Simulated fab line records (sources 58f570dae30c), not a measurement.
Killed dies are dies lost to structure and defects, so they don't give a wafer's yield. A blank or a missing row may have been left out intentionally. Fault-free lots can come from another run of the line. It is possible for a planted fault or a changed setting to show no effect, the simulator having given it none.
fab line records	flow berkeley_cmos170
record lots=5	wafers=15	last_day=10
route steps=331 shown WELLDRIVE@55 ACTIVE@60
lots that met no fault: taken from a fault-free run of the same line
start_h: the number of hours between the record's first day and the start of the first shown wafer of the lot	wait_h: hours since the lot's step before	" the same as in the row above	L1.1+2: one row covering several wafers at once	- no value present, or no start provided	* or withheld: withheld	< > ~ a bound
route shown NAME@n: names a module that has steps shown in the file, with the first one's number in the route	usual: the fault-free wafers' mean and standard deviation	same: alike in all rows	chamber/n: place in a boat	sites: readings site by site	_std_site: the standard deviation of these	_edge_site: inner sites' mean taken away from outer sites' mean	radius_mm: how far each site lies from the wafer's centre	mask NAME#n: copy n	behind: tool/chamber where the wafer was last shaped	hold: why the lot was held/for how many hours/how that ended	device: whichever transistor did not switch (one of n, p or np)	end of line: tests of these same wafers at the route's end	a step with no rows: only its recipe	killed: not the wafer's yield, but the dies lost to structure and defects at the first sort	map: a wafer's dies, marking killed ones x, the rest . and places with no die _
set.NAME: the setting as run; set.NAME@STEP: as run at that earlier step	model.NAME: the simulator's own value behind a step, which no gauge read
lots at some steps of the route; a table a step, a row a wafer
services: from which hour (start_h, from the record's first day; less than 0 if before it) a tool's chamber was out of use, for how many hours, and why
## steps
# step UCB170_WELLDRIVE_CLEAN_00
# recipe chemistry=SPM	temp_c=120	time_s=600
# usual bath_heat_duty_pct=13.5/1.3	temp_c=120.03/0.13
# same time_s=600
lot.wafer	tool	chamber	start_h	wait_h	bath_heat_duty_pct	temp_c
L074.1	wet_bench-02	1	55.63	0.0	14.5	120.08
L074.3	"	1	"	"	14.5	120.37
L074.5	"	1	"	"	14.3	120.14
L077.1	wet_bench-04	1	70.00	0.1	13.8	120.33
L077.2	"	1	"	"	13.2	120.12
L077.6	"	1	"	"	12.7	120.10
L079.4	wet_bench-01	1	89.04	0.4	11.6	119.94
L079.5	"	1	"	"	11.4	119.83
L079.6	"	1	"	"	13.0	119.90
L086.1	wet_bench-01	0	111.71	0.2	13.2	119.85
L086.2	"	0	"	"	13.6	119.93
L086.6	"	0	"	"	14.1	120.10
L091.1	wet_bench-02	2	136.25	0.7	12.9	120.19
L091.4	"	2	"	"	13.1	119.98
L091.6	"	2	"	"	13.0	120.16
# step UCB170_WELLDRIVE_OXIDATION_01
# recipe temp_c=1100	ambient=O2	target_thk_a=1990	ox_time_s=9000
# usual zone_power_load_pct=45/3.1
lot.wafer	tool	chamber	start_h	wait_h	zone_power_load_pct
L074.1	furnace-02	0	58.41	2.5	43
L074.3	"	0	"	"	43
L074.5	"	0	"	"	43
L077.1	furnace-01	0	70.18	0.0	42
L077.2	"	0	"	"	42
L077.6	"	0	"	"	42
L079.4	furnace-03	0	91.15	1.9	48
L079.5	"	0	"	"	49
L079.6	"	0	"	"	49
L086.1	furnace-03	0	111.91	0.0	49
L086.2	"	0	"	"	49
L086.6	"	0	"	"	49
L091.1	furnace-01	0	137.52	1.1	43
L091.4	"	0	"	"	42
L091.6	"	0	"	"	42
# step UCB170_WELLDRIVE_THK_MEAS_02
# recipe reads=SiO2_of_WELLDRIVE_OXIDATION_01
# usual WELLDRIVE_OXIDE_THK=199/3.4
lot.wafer	tool	chamber	start_h	wait_h	WELLDRIVE_OXIDE_THK[nm]
L074.1	film_metro-03	-	61.91	0.0	196
L074.3	"	-	"	"	196
L074.5	"	-	"	"	197
L077.1	film_metro-03	-	73.68	0.0	204
L077.2	"	-	"	"	204
L077.6	"	-	"	"	202
L079.4	film_metro-02	-	94.74	0.1	197
L079.5	"	-	"	"	196
L079.6	"	-	"	"	198
L086.1	film_metro-03	-	115.58	0.2	202
L086.2	"	-	"	"	200
L086.6	"	-	"	"	201
L091.1	film_metro-04	-	141.02	0.0	199
L091.4	"	-	"	"	199
L091.6	"	-	"	"	200
# step UCB170_WELLDRIVE_ANNEAL_03
# recipe temp_c=1100	time_s=900	ambient=N2
# usual zone_power_load_pct=45/3.2
# same time_s=900
lot.wafer	tool	chamber	start_h	wait_h	zone_power_load_pct
L074.1	furnace-01	0	63.28	1.4	42
L074.3	"	0	"	"	42
L074.5	"	0	"	"	43
L077.1	furnace-01	0	76.43	2.7	42
L077.2	"	0	"	"	42
L077.6	"	0	"	"	41
L079.4	furnace-03	0	98.98	4.2	49
L079.5	"	0	"	"	49
L079.6	"	0	"	"	49
L086.1	furnace-03	0	116.76	1.2	48
L086.2	"	0	"	"	49
L086.6	"	0	"	"	49
L091.1	furnace-02	0	143.37	2.3	42
L091.4	"	0	"	"	41
L091.6	"	0	"	"	43
# step UCB170_WELLDRIVE_WET_ETCH_04
# recipe chemistry=BOE	dilution=5:1	target=SiO2	temp_c=25	time_s=120
# usual bath_heat_duty_pct=6.2/0.54	temp_c=25.02/0.1
# same time_s=120
lot.wafer	tool	chamber	start_h	wait_h	bath_heat_duty_pct	temp_c
L074.1	wet_bench-04	3	65.50	1.0	5.6	25.12
L074.3	"	3	"	"	6.0	24.97
L074.5	"	3	"	"	5.7	25.11
L077.1	wet_bench-01	2	77.68	0.0	6.0	24.90
L077.2	"	2	"	"	5.7	24.88
L077.6	"	2	"	"	6.0	24.93
L079.4	wet_bench-01	0	103.92	3.7	6.1	25.08
L079.5	"	0	"	"	5.7	25.17
L079.6	"	0	"	"	6.8	25.07
L086.1	wet_bench-04	0	118.01	0.0	5.8	24.84
L086.2	"	0	"	"	6.9	25.03
L086.6	"	0	"	"	6.2	24.97
L091.1	wet_bench-01	3	144.63	0.0	7.2	25.09
L091.4	"	3	"	"	6.9	25.10
L091.6	"	3	"	"	6.7	25.18
# step UCB170_ACTIVE_CLEAN_00
# recipe chemistry=SPM	temp_c=120	time_s=600
# usual bath_heat_duty_pct=13.3/1.1	temp_c=119.96/0.13
# same time_s=600
lot.wafer	tool	chamber	start_h	wait_h	bath_heat_duty_pct	temp_c
L074.1	wet_bench-02	3	68.63	3.1	14.0	119.98
L074.3	"	3	"	"	13.0	119.98
L074.5	"	3	"	"	13.7	119.81
L077.1	wet_bench-04	1	77.72	0.0	13.7	119.84
L077.2	"	1	"	"	12.3	119.79
L077.6	"	1	"	"	11.9	119.74
L079.4	wet_bench-01	0	104.24	0.3	13.3	119.93
L079.5	"	0	"	"	13.6	119.92
L079.6	"	0	"	"	12.4	120.01
L086.1	wet_bench-04	3	118.05	0.0	12.8	119.81
L086.2	"	3	"	"	12.4	119.94
L086.6	"	3	"	"	13.8	119.92
L091.1	wet_bench-02	3	144.69	0.0	14.0	120.07
L091.4	"	3	"	"	14.2	120.12
L091.6	"	3	"	"	14.3	120.11
# step UCB170_ACTIVE_CLEAN_01
# recipe chemistry=dHF	dilution=25:1	time_s=60
# same time_s=60
lot.wafer	tool	chamber	start_h	wait_h
L074.1+3+5	wet_bench-04	2	69.91	1.1
L077.1+2+6	wet_bench-01	0	77.90	0.0
L079.4+5+6	wet_bench-04	3	104.51	0.1
L086.1+2+6	wet_bench-01	3	118.36	0.1
L091.1+4+6	wet_bench-01	2	144.89	0.0
# step UCB170_ACTIVE_OXIDATION_02
# recipe temp_c=1000	ambient=O2	target_thk_a=264	ox_time_s=1260
# usual zone_power_load_pct=34.0/1.6
lot.wafer	tool	chamber	start_h	wait_h	zone_power_load_pct
L074.1	furnace-02	0	69.94	0.0	33.6
L074.3	"	0	"	"	33.8
L074.5	"	0	"	"	33.1
L077.1	furnace-01	0	79.18	1.3	33.9
L077.2	"	0	"	"	33.3
L077.6	"	0	"	"	33.1
L079.4	furnace-01	0	105.06	0.5	33.7
L079.5	"	0	"	"	33.1
L079.6	"	0	"	"	32.9
L086.1	furnace-01	0	119.25	0.9	33.0
L086.2	"	0	"	"	33.5
L086.6	"	0	"	"	33.2
L091.1	furnace-01	0	146.35	1.4	33.4
L091.4	"	0	"	"	33.2
L091.6	"	0	"	"	33.2
# step UCB170_ACTIVE_THK_MEAS_03
# recipe reads=SiO2_of_ACTIVE_OXIDATION_02
# usual ACTIVE_OXIDE_THK=26.3/0.46
lot.wafer	tool	chamber	start_h	wait_h	ACTIVE_OXIDE_THK[nm]
L074.1	film_metro-01	-	71.29	0.0	25.9
L074.3	"	-	"	"	26.4
L074.5	"	-	"	"	26.1
L077.1	film_metro-03	-	80.53	0.0	27.3
L077.2	"	-	"	"	27.3
L077.6	"	-	"	"	27.3
L079.4	film_metro-03	-	106.50	0.1	26.8
L079.5	"	-	"	"	27.2
L079.6	"	-	"	"	26.4
L086.1	film_metro-01	-	120.60	0.0	26.5
L086.2	"	-	"	"	26.7
L086.6	"	-	"	"	26.5
L091.1	film_metro-03	-	147.70	0.0	26.6
L091.4	"	-	"	"	26.3
L091.6	"	-	"	"	26.6
# step UCB170_ACTIVE_ANNEAL_04
# recipe temp_c=1000	time_s=900	ambient=N2
# usual zone_power_load_pct=35.2/2.1
# same time_s=900
lot.wafer	tool	chamber	start_h	wait_h	zone_power_load_pct
L074.1	furnace-01	0	73.68	2.4	33.1
L074.3	"	0	"	"	32.7
L074.5	"	0	"	"	33.5
L077.1	furnace-01	0	81.78	1.2	33.5
L077.2	"	0	"	"	33.0
L077.6	"	0	"	"	33.2
L079.4	furnace-04	0	106.90	0.4	37.2
L079.5	"	0	"	"	37.1
L079.6	"	0	"	"	37.6
L086.1	furnace-02	0	120.87	0.3	34.0
L086.2	"	0	"	"	33.9
L086.6	"	0	"	"	33.6
L091.1	furnace-04	0	148.35	0.6	37.0
L091.4	"	0	"	"	37.5
L091.6	"	0	"	"	38.1
# step UCB170_ACTIVE_CVD_05
# recipe material=Si3N4	target_thk_nm=220	temp_c=800	precursor=SiH2Cl2/NH3	time_s=3300	pressure_mtorr=200	sih2cl2_flow_sccm=25	nh3_flow_sccm=75
# usual nh3_flow_sccm=74.99/0.21	zone_power_load_pct=19.9/1.5
# same time_s=3300
lot.wafer	tool	chamber	start_h	wait_h	nh3_flow_sccm	zone_power_load_pct
L074.1	lpcvd-02	1	74.93	0.0	75.17	19.6
L074.3	"	1	"	"	75.32	19.8
L074.5	"	1	"	"	75.18	19.8
L077.1	lpcvd-02	0	83.03	0.0	75.20	18.8
L077.2	"	0	"	"	75.46	18.9
L077.6	"	0	"	"	75.08	18.8
L079.4	lpcvd-02	0	108.15	0.0	74.71	19.3
L079.5	"	0	"	"	74.76	18.8
L079.6	"	0	"	"	74.39	19.1
L086.1	lpcvd-01	1	123.72	1.6	74.71	21.6
L086.2	"	1	"	"	74.85	22.0
L086.6	"	1	"	"	75.03	21.7
L091.1	lpcvd-02	0	149.60	0.0	75.00	18.6
L091.4	"	0	"	"	75.08	18.8
L091.6	"	0	"	"	74.79	19.0
# step UCB170_ACTIVE_THK_MEAS_06
# recipe reads=Si3N4_of_ACTIVE_CVD_05
# usual ACTIVE_NITRIDE_THK=219.5/2
lot.wafer	tool	chamber	start_h	wait_h	ACTIVE_NITRIDE_THK[nm]
L074.1	film_metro-01	-	76.85	0.0	220.2
L074.3	"	-	"	"	221.5
L074.5	"	-	"	"	219.5
L077.1	film_metro-02	-	84.95	0.0	219.6
L077.2	"	-	"	"	220.3
L077.6	"	-	"	"	222.8
L079.4	film_metro-03	-	111.09	0.1	221.0
L079.5	"	-	"	"	221.0
L079.6	"	-	"	"	219.7
L086.1	film_metro-03	-	125.64	0.0	222.4
L086.2	"	-	"	"	221.2
L086.6	"	-	"	"	222.1
L091.1	film_metro-03	-	152.53	0.1	221.4
L091.4	"	-	"	"	223.0
L091.6	"	-	"	"	221.6
# step UCB170_ACTIVE_HMDS_07
# recipe prime_time_s=60	prime_temp_c=100
lot.wafer	tool	chamber	start_h	wait_h
L074.1+3+5	litho_track-03	0	77.08	0.2
L077.1+2+6	litho_track-03	0	85.33	0.4
L079.4+5+6	litho_track-03	0	111.68	0.6
L086.1+2+6	litho_track-03	0	126.65	1.0
L091.1+4+6	litho_track-01	0	153.66	1.1
# step UCB170_ACTIVE_COAT_08
# recipe resist=KrF	spin_rpm=1500	resist_thk_nm=900
lot.wafer	tool	chamber	start_h	wait_h
L074.1+3+5	litho_track-03	0	77.23	0.1
L077.1+2+6	litho_track-03	0	85.48	0.1
L079.4+5+6	litho_track-03	0	111.83	0.1
L086.1+2+6	litho_track-03	0	126.80	0.1
L091.1+4+6	litho_track-01	0	153.81	0.1
# step UCB170_ACTIVE_SOFTBAKE_09
# recipe resist=KrF	temp_c=130	time_s=60
# same time_s=60
lot.wafer	tool	chamber	start_h	wait_h
L074.1+3+5	litho_track-03	0	77.38	0.1
L077.1+2+6	litho_track-03	0	85.63	0.1
L079.4+5+6	litho_track-03	0	111.98	0.1
L086.1+2+6	litho_track-03	0	126.95	0.1
L091.1+4+6	litho_track-01	0	153.96	0.1
# step UCB170_ACTIVE_EXPOSE_10
# recipe mask_id=ACTIVE	target_cd_nm=1200	na=0.5	sigma_outer=0.6	source_shape=conventional	dose_mj=20
# usual focus_offset_nm=0.1/0.47	reticle_temp_C=22.99/0.1
# same sigma_outer=0.6
lot.wafer	tool	chamber	start_h	wait_h	mask	focus_offset_nm	reticle_temp_C
L074.1	krf_scanner-01	0	77.65	0.2	ACTIVE#0	-1.0	22.79
L074.3	"	0	"	"	ACTIVE#0	-0.8	23.20
L074.5	"	0	"	"	ACTIVE#0	-0.5	22.90
L077.1	krf_scanner-02	0	85.91	0.3	ACTIVE#0	0.1	22.91
L077.2	"	0	"	"	ACTIVE#0	-0.5	22.89
L077.6	"	0	"	"	ACTIVE#0	0.0	23.02
L079.4	krf_scanner-01	0	112.23	0.2	ACTIVE#0	0.8	22.97
L079.5	"	0	"	"	ACTIVE#0	0.4	23.10
L079.6	"	0	"	"	ACTIVE#0	1.1	23.05
L086.1	krf_scanner-01	0	127.22	0.2	ACTIVE#0	0.3	22.87
L086.2	"	0	"	"	ACTIVE#0	0.3	22.95
L086.6	"	0	"	"	ACTIVE#0	-0.6	22.94
L091.1	krf_scanner-02	0	-	-	ACTIVE#0	-0.1	22.94
L091.4	"	0	"	"	ACTIVE#0	0.2	22.89
L091.6	"	0	"	"	ACTIVE#0	0.9	22.92
# step UCB170_ACTIVE_PEB_11
# recipe peb_temp_c=130	peb_time_s=withheld	resist=KrF
lot.wafer	tool	chamber	start_h	wait_h
L074.1+3+5	litho_track-03	0	78.43	0.8
L077.1+2+6	litho_track-03	0	86.06	0.1
L079.4+5+6	litho_track-04	0	113.30	1.0
L086.1+2+6	litho_track-01	0	127.43	0.2
L091.1+4+6	litho_track-03	0	-	-
# step UCB170_ACTIVE_DEVELOP_12
# recipe developer=TMAH	develop_time_s=45	resist=KrF	dev_temp_c=21
lot.wafer	tool	chamber	start_h	wait_h
L074.1+3+5	litho_track-03	0	-	-
L077.1+2+6	litho_track-03	0	-	-
L079.4+5+6	litho_track-04	0	-	-
L086.1+2+6	litho_track-01	0	-	-
L091.1+4+6	litho_track-03	0	-	-
## services
tool	chamber	start_h	hours	kind
krf_scanner-01	-	40.75	0.2	repair
krf_scanner-01	-	46.10	1.0	repair
furnace-04	-	48.03	2.9	pm
krf_scanner-01	-	50.99	1.3	pm
furnace-03	-	52.00	4.4	pm
krf_scanner-01	-	55.91	0.7	repair
krf_scanner-01	-	61.87	5.2	repair
krf_scanner-02	-	71.72	4.4	pm
krf_scanner-02	-	78.46	1.0	pm
krf_scanner-02	-	80.17	3.6	repair
furnace-01	-	85.60	14.0	repair
krf_scanner-01	-	88.93	0.8	pm
krf_scanner-02	-	114.45	4.4	pm
krf_scanner-01	-	129.60	1.6	repair
krf_scanner-02	-	141.81	0.8	pm
## key
fault none
